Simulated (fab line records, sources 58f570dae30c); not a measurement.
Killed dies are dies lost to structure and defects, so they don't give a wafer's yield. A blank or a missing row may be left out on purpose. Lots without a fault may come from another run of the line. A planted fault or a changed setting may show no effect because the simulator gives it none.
fab line records | flow berkeley_cmos170
record lots=5 wafers=23
route steps=331 shown SILICIDE@211 M1@244 V1@264 M3@319
start_h: hours from the record's first day to the start of the lot's first wafer shown | wait_h: hours since the lot's step before | " the same as in the row above | L1.1+2: a row that stands for several wafers | - no value, or no start given | * or withheld: withheld | < > ~ a bound
route shown NAME@n: a module of which the file shows steps, and the number in the route of the first | usual: mean/standard deviation of fault-free wafers | same: alike in all rows | chamber/n: place in a boat | sites: the reading at each site | _std_site: their standard deviation | _edge_site: outer sites' mean less inner sites' | radius_mm: how far each site lies from the wafer's centre | mask NAME#n: copy n | behind: the tool/chamber that last shaped the wafer | hold: why the lot was held/for how many hours/how that ended | device: the transistor (n, p or np) that didn't switch | end of line: the same wafers' tests at the end of the route | a step without rows: its recipe alone | killed: dies lost to structure and defects at the first sort, not the wafer's yield | map: a wafer's dies, x killed, . not, _ none there
set.NAME: the setting as run; set.NAME@STEP: as run at that earlier step | model.NAME: the simulator's own value behind a step, which no gauge read
lots whose settings were changed on purpose; a table a step, a row a wafer
## steps
# step UCB170_SILICIDE_SPUTTER_01
# recipe material=Ti target_thk_nm=30 time_s=25 power_w=1500 chamber_pressure_pa=0.5
# columns lot.wafer tool chamber start_h wait_h set.time_s model.Ti_of_SILICIDE_SPUTTER_01.thk_nm
L078.1 pvd_sputter-01 - 203.65 0.0 25 30.02
L078.2 " - " " 25 29.99
L078.4 " - " " 23.29 28.06
L078.5 " - " " 23.29 28.04
L078.6 " - " " 23.29 27.79
L079.1 pvd_sputter-02 - 203.65 0.0 25 29.66
L079.3 " - " " 25 29.5
L079.4 " - " " 25 29.89
L081.1 pvd_sputter-03 - 206.02 0.0 25 30.01
L081.2 " - " " 23.88 28.46
L081.4 " - " " 25 30
L081.5 " - " " 23.88 28.6
L081.6 " - " " 25 29.72
L083.1 pvd_sputter-01 - 206.42 0.0 25 29.76
L083.2 " - " " 26 31.33
L083.3 " - " " 26 31.32
L083.4 " - " " 26 31.27
L083.6 " - " " 25 29.99
L084.1 pvd_sputter-01 - 209.91 0.0 25 29.95
L084.2 " - " " 25 29.99
L084.4 " - " " 25 30.17
L084.5 " - " " 25 29.96
L084.6 " - " " 25 30.1
# step UCB170_SILICIDE_RS_MEAS_02
# recipe thk_meas_gauge=four-point-probe reads=Ti_of_SILICIDE_SPUTTER_01
# usual SILICIDE_TI_RS=26.29/0.24
# columns lot.wafer tool chamber start_h wait_h set.time_s@SILICIDE_SPUTTER_01 SILICIDE_TI_RS[ohm/sq]
L078.1 film_metro-04 - 203.68 0.0 25 26.08
L078.2 " - " " 25 26.15
L078.4 " - " " 23.29 28.27
L078.5 " - " " 23.29 28.22
L078.6 " - " " 23.29 28.61
L079.1 film_metro-02 - 203.68 0.0 25 26.58
L079.3 " - " " 25 26.71
L079.4 " - " " 25 26.23
L081.1 film_metro-02 - 206.05 0.0 25 26.07
L081.2 " - " " 23.88 27.82
L081.4 " - " " 25 26.19
L081.5 " - " " 23.88 27.64
L081.6 " - " " 25 26.42
L083.1 film_metro-03 - 206.45 0.0 25 26.30
L083.2 " - " " 26 24.86
L083.3 " - " " 26 24.83
L083.4 " - " " 26 24.84
L083.6 " - " " 25 26.12
L084.1 film_metro-02 - 209.94 0.0 25 26.17
L084.2 " - " " 25 26.13
L084.4 " - " " 25 26.04
L084.5 " - " " 25 26.22
L084.6 " - " " 25 26.13
# step UCB170_SILICIDE_THK_MEAS_03
# recipe thk_meas_gauge=xrf reads=Ti_of_SILICIDE_SPUTTER_01
# usual SILICIDE_TI_THK=29.90/0.23
# columns lot.wafer tool chamber start_h wait_h set.time_s@SILICIDE_SPUTTER_01 SILICIDE_TI_THK[nm]
L078.1 film_metro-04 - 203.80 0.1 25 29.79
L078.2 " - " " 25 29.64
L078.4 " - " " 23.29 27.94
L078.5 " - " " 23.29 27.74
L078.6 " - " " 23.29 27.51
L079.1 film_metro-02 - 203.80 0.1 25 29.79
L079.3 " - " " 25 29.54
L079.4 " - " " 25 29.95
L081.1 film_metro-02 - 206.17 0.1 25 30.17
L081.2 " - " " 23.88 28.63
L081.4 " - " " 25 30.12
L081.5 " - " " 23.88 28.67
L081.6 " - " " 25 29.82
L083.1 film_metro-03 - 206.57 0.1 25 29.77
L083.2 " - " " 26 31.28
L083.3 " - " " 26 31.40
L083.4 " - " " 26 31.25
L083.6 " - " " 25 29.98
L084.1 film_metro-02 - 210.06 0.1 25 30.10
L084.2 " - " " 25 30.10
L084.4 " - " " 25 30.29
L084.5 " - " " 25 30.06
L084.6 " - " " 25 30.20
# step UCB170_M1_EXPOSE_06
# recipe mask_id=METAL1 target_cd_nm=700 na=0.5 sigma_outer=0.6 source_shape=conventional dose_mj=21
# columns lot.wafer tool chamber start_h wait_h mask set.dose_mj
L079.1+3+4 krf_scanner-01 0 212.68 - METAL1#0 21
L078.1+4+5 krf_scanner-02 0 213.01 - METAL1#0 22.17
L078.2+6 " 0 " " METAL1#0 21
L081.1+2+4+5+6 krf_scanner-02 0 214.71 - METAL1#0 21
L083.1+2 krf_scanner-02 0 215.15 - METAL1#0 21
L083.3+4+6 " 0 " " METAL1#0 21.82
L084.1+2+5 krf_scanner-01 0 217.54 - METAL1#0 19.91
L084.4+6 " 0 " " METAL1#0 21
# step UCB170_M1_PEB_07
# recipe peb_temp_c=130 peb_time_s=withheld resist=KrF
# step UCB170_M1_DEVELOP_08
# recipe developer=TMAH develop_time_s=45 resist=KrF dev_temp_c=21
# step UCB170_M1_CD_MEAS_09
# recipe target_cd_nm=700
# usual cd_nm=700.2/1.6
# columns lot.wafer tool chamber start_h wait_h set.dose_mj@M1_EXPOSE_06 cd_nm
L079.1 cd_sem-02 - 213.31 - 21 698.1
L079.3 " - " " 21 700.4
L079.4 " - " " 21 698.8
L078.1 cd_sem-01 - 213.41 - 22.17 687.7
L078.2 " - " " 21 698.0
L078.4 " - " " 22.17 690.2
L078.5 " - " " 22.17 690.9
L078.6 " - " " 21 698.7
L081.1 cd_sem-02 - 215.34 - 21 699.4
L081.2 " - " " 21 698.9
L081.4 " - " " 21 699.5
L081.5 " - " " 21 699.8
L081.6 " - " " 21 698.5
L083.1 cd_sem-02 - 215.54 - 21 701.1
L083.2 " - " " 21 700.5
L083.3 " - " " 21.82 693.2
L083.4 " - " " 21.82 695.2
L083.6 " - " " 21.82 694.4
L084.1 cd_sem-02 - 218.17 - 19.91 710.8
L084.2 " - " " 19.91 711.3
L084.4 " - " " 21 702.4
L084.5 " - " " 19.91 710.2
L084.6 " - " " 21 702.2
# step UCB170_M1_ETCH_11
# recipe chemistry=N2/H2 target_depth_a=withheld overetch_a=withheld target=BARC time_s=withheld source_w=500 bias_w=100 pressure_mtorr=30 n2_flow_sccm=100 h2_flow_sccm=200
# columns lot.wafer tool chamber start_h wait_h set.dose_mj@M1_EXPOSE_06 model.M1.cd_nm
L079.1 rie_diel-04 1 213.47 0.0 21 698.5
L079.3 " 0 " " 21 700.6
L079.4 " 3 " " 21 699
L078.1 rie_diel-01 0 213.56 0.0 22.17 688.1
L078.2 " 1 " " 21 697.4
L078.4 " 3 " " 22.17 690.4
L078.5 " 0 " " 22.17 690.6
L078.6 " 3 " " 21 698.6
L081.1 rie_diel-04 2 215.50 0.0 21 699.5
L081.2 " 0 " " 21 698.3
L081.4 " 3 " " 21 700.1
L081.5 " 2 " " 21 699.4
L081.6 " 3 " " 21 698.4
L083.1 rie_diel-01 1 215.70 0.0 21 700.2
L083.2 " 2 " " 21 701.7
L083.3 " 3 " " 21.82 693.2
L083.4 " 0 " " 21.82 695
L083.6 " 2 " " 21.82 694.6
L084.1 rie_diel-03 0 218.33 0.0 19.91 710.3
L084.2 " 2 " " 19.91 710.4
L084.4 " 3 " " 21 701.9
L084.5 " 2 " " 19.91 709.2
L084.6 " 0 " " 21 702.1
# step UCB170_V1_PEB_10
# recipe peb_temp_c=130 peb_time_s=withheld resist=KrF
# columns lot.wafer tool chamber start_h wait_h set.peb_temp_c
L079.1+3+4 litho_track-01 0 217.62 0.3 130
L078.1+2+4+5+6 litho_track-03 0 218.49 0.1 130
L081.1+2+5 litho_track-03 0 220.13 0.2 132.5
L081.4+6 " 0 " " 130
L083.1+2+6 litho_track-03 0 224.79 0.6 130
L083.3+4 " 0 " " 127.4
L084.1+6 litho_track-02 0 224.80 0.4 130
L084.2+4+5 " 0 " " 126.4
# step UCB170_V1_DEVELOP_11
# recipe developer=TMAH develop_time_s=45 resist=KrF dev_temp_c=21
# step UCB170_V1_CD_MEAS_12
# recipe target_cd_nm=700
# usual cd_nm=700.0/1.4
# columns lot.wafer tool chamber start_h wait_h set.peb_temp_c@V1_PEB_10 cd_nm
L079.1 cd_sem-01 - 217.89 - 130 698.9
L079.3 " - " " 130 698.0
L079.4 " - " " 130 697.2
L078.1 cd_sem-02 - 218.77 - 130 700.1
L078.2 " - " " 130 699.7
L078.4 " - " " 130 699.9
L078.5 " - " " 130 699.0
L078.6 " - " " 130 699.7
L081.1 cd_sem-02 - 220.40 - 132.5 713.3
L081.2 " - " " 132.5 713.8
L081.4 " - " " 130 698.4
L081.5 " - " " 132.5 714.4
L081.6 " - " " 130 698.1
L083.1 cd_sem-02 - 225.06 - 130 699.5
L083.2 " - " " 130 698.9
L083.3 " - " " 127.4 681.8
L083.4 " - " " 127.4 680.9
L083.6 " - " " 130 700.7
L084.1 cd_sem-01 - 225.17 - 130 702.5
L084.2 " - " " 126.4 673.6
L084.4 " - " " 126.4 673.3
L084.5 " - " " 126.4 675.2
L084.6 " - " " 130 700.4
# step UCB170_V1_ETCH_14
# recipe chemistry=CHF3/CF4/Ar target=SiO2 stop_on=Al CHF3_flow_sccm=45 cf4_flow_sccm=15 Ar_flow_sccm=150 pressure_mtorr=200 rf_w=684.5 target_depth_a=12500 over_etch_frac=0.25 time_s=291
# columns lot.wafer tool chamber start_h wait_h set.peb_temp_c@V1_PEB_10 model.V1.cd_nm
L079.1 rie_diel-02 0 218.05 0.0 130 698.4
L079.3 " 1 " " 130 697.5
L079.4 " 2 " " 130 695.9
L078.1 rie_diel-04 0 218.92 0.0 130 700.4
L078.2 " 2 " " 130 699.2
L078.4 " 1 " " 130 701.3
L078.5 " 3 " " 130 699
L078.6 " 2 " " 130 698.9
L081.1 rie_diel-04 2 220.56 0.0 132.5 713.7
L081.2 " 1 " " 132.5 715.4
L081.4 " 3 " " 130 697.9
L081.5 " 3 " " 132.5 714.7
L081.6 " 0 " " 130 698.1
L083.1 rie_diel-04 0 225.22 0.0 130 698.5
L083.2 " 2 " " 130 698.7
L083.3 " 3 " " 127.4 681.3
L083.4 " 1 " " 127.4 682.3
L083.6 " 0 " " 130 699.7
L084.1 rie_diel-02 1 225.33 0.0 130 702.4
L084.2 " 2 " " 126.4 672.3
L084.4 " 3 " " 126.4 673.2
L084.5 " 1 " " 126.4 674.6
L084.6 " 2 " " 130 698.6
# step UCB170_V1_STRIP_15
# recipe chemistry=O2 power_w=400 pressure_mtorr=3500 platen_temp_c=withheld o2_flow_sccm=400 overash_fraction=0.5
# step UCB170_V1_CD_MEAS_90
# recipe target_cd_nm=700
# usual cd_nm=699.8/1.7
# columns lot.wafer tool chamber start_h wait_h set.peb_temp_c@V1_PEB_10 cd_nm
L079.1 cd_sem-02 - 218.33 0.1 130 698.4
L079.3 " - " " 130 697.6
L079.4 " - " " 130 696.2
L078.1 cd_sem-01 - 219.20 0.1 130 700.2
L078.2 " - " " 130 699.4
L078.4 " - " " 130 701.0
L078.5 " - " " 130 699.3
L078.6 " - " " 130 699.1
L081.1 cd_sem-01 - 220.84 0.1 132.5 713.9
L081.2 " - " " 132.5 715.5
L081.4 " - " " 130 698.0
L081.5 " - " " 132.5 714.7
L081.6 " - " " 130 698.1
L083.1 cd_sem-01 - 225.49 0.1 130 698.8
L083.2 " - " " 130 698.7
L083.3 " - " " 127.4 681.1
L083.4 " - " " 127.4 682.2
L083.6 " - " " 130 699.7
L084.1 cd_sem-02 - 225.61 0.1 130 702.6
L084.2 " - " " 126.4 672.4
L084.4 " - " " 126.4 673.0
L084.5 " - " " 126.4 674.3
L084.6 " - " " 130 698.6
# step UCB170_M3_COAT_10
# recipe resist=KrF spin_rpm=1500 resist_thk_nm=900
# columns lot.wafer tool chamber start_h wait_h set.spin_rpm model.KrF_of_M3_COAT_10.thk_nm
L079.1 litho_track-01 0 - - 1500 899.1
L079.3 " 0 " " 1500 901.8
L079.4 " 0 " " 1500 899.2
L078.1 litho_track-02 0 - - 1500 899
L078.2 " 0 " " 1535 887.7
L078.4 " 0 " " 1500 896.7
L078.5 " 0 " " 1535 887
L078.6 " 0 " " 1535 887.6
L081.1 litho_track-04 0 - - 1500 898.1
L081.2 " 0 " " 1418 924.7
L081.4 " 0 " " 1418 925.7
L081.5 " 0 " " 1418 923.1
L081.6 " 0 " " 1500 899.4
L083.1 litho_track-04 0 - - 1582 877.3
L083.2 " 0 " " 1582 874.7
L083.3 " 0 " " 1500 897.9
L083.4 " 0 " " 1500 897.7
L083.6 " 0 " " 1500 899.7
L084.1 litho_track-04 0 - - 1557 883.4
L084.2 " 0 " " 1557 884.2
L084.4 " 0 " " 1500 906.1
L084.5 " 0 " " 1557 885
L084.6 " 0 " " 1500 901.7
## key
split step=UCB170_SILICIDE_SPUTTER_01 setting=time_s stated=25 by=wafer
response step=UCB170_SILICIDE_SPUTTER_01 reading=model.Ti_of_SILICIDE_SPUTTER_01.thk_nm change=+0.312 per=1% r=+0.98
response step=UCB170_SILICIDE_RS_MEAS_02 reading=SILICIDE_TI_RS change=-0.333 per=1% r=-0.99
response step=UCB170_SILICIDE_THK_MEAS_03 reading=SILICIDE_TI_THK change=+0.308 per=1% r=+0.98
split step=UCB170_M1_EXPOSE_06 setting=dose_mj stated=21 by=wafer
response step=UCB170_M1_CD_MEAS_09 reading=cd_nm change=-1.61 per=1% r=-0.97
response step=UCB170_M1_ETCH_11 reading=model.M1.cd_nm change=-1.55 per=1% r=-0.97
split step=UCB170_V1_PEB_10 setting=peb_temp_c stated=130 by=wafer
response step=UCB170_V1_CD_MEAS_12 reading=cd_nm change=+9.29 per=1% r=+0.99
response step=UCB170_V1_ETCH_14 reading=model.V1.cd_nm change=+9.21 per=1% r=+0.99
response step=UCB170_V1_CD_MEAS_90 reading=cd_nm change=+9.29 per=1% r=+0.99
split step=UCB170_M3_COAT_10 setting=spin_rpm stated=1500 by=wafer
response step=UCB170_M3_COAT_10 reading=model.KrF_of_M3_COAT_10.thk_nm change=-4.55 per=1% r=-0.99
